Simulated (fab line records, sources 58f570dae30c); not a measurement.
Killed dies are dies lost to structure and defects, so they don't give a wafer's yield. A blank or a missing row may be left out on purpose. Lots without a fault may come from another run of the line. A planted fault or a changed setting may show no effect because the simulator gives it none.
Which tool did it? | flow berkeley_cmos170 | 14 lots, 42 wafers sampled, at 1 step of a route of 331

WHAT THE GAUGES READ, wafer by wafer
UCB170_START_THK_MEAS_03.
lot  | measured    | on            | START_OXIDE_THK (nm)
L358 | day 1 14:49 | film_metro-01 | 18.0 18.0 17.8
L360 | day 1 23:23 | film_metro-04 | 17.8 17.8 17.7
L361 | day 2 06:13 | film_metro-01 | 17.6 18.0 17.5
L362 | day 2 09:02 | film_metro-03 | 17.9 17.9 17.6
L364 | day 2 20:50 | film_metro-01 | 18.2 18.4 18.1
L365 | day 3 02:28 | film_metro-04 | 18.1 17.8 17.5
L367 | day 3 10:55 | film_metro-01 | 17.8 17.6 17.3
L371 | day 4 09:58 | film_metro-01 | 18.4 18.3 18.0
L373 | day 4 16:43 | film_metro-01 | 18.1 18.0 17.9
L375 | day 5 01:05 | film_metro-04 | 17.9 17.8 18.0
L376 | day 5 08:25 | film_metro-03 | 18.0 17.8 17.9
L377 | day 5 14:20 | film_metro-04 | 18.8 18.3 18.3
L380 | day 6 02:36 | film_metro-04 | 18.1 18.4 18.1
L381 | day 6 08:48 | film_metro-04 | 18.0 18.1 18.0

WHICH TOOL RAN EACH LOT (tool, then ch and the chambers of the sampled wafers, then the start)
The record holds no process step before these readings.

WHAT THE TOOLS THEMSELVES READ (means of the sampled wafers that have a number; where no wafer has one, the mark that the record gives instead)
The record holds no such reading with a usual standard deviation.

THE ANSWER, worked out from the rows above alone
Rule: what is usual is taken from the lots themselves. Put in order of their means at a reading, lots are off if they are a third of the lots or fewer, leave a main group of 4 or more, and stand apart from it by a gap of 3 or more times the standard deviation of the main group's means; of several such gaps the widest counts. A main group whose means are all the same, to the digits that the tables above print for the reading, isn't used. A lot without any number at a reading at which 4 lots or more have one is off too. The other lots that the step has rows for count as sound. The gauges are gone through in route order, then the tools' own readings, and for those a lot's mean is taken as printed above. The first step at which some lot is off is used, and at that step the reading that is off furthest; a lot without a number counts as furthest.
No lot is off at any reading shown: from this, nothing can be told.

WHAT THE SIMULATOR HAD PUT IN
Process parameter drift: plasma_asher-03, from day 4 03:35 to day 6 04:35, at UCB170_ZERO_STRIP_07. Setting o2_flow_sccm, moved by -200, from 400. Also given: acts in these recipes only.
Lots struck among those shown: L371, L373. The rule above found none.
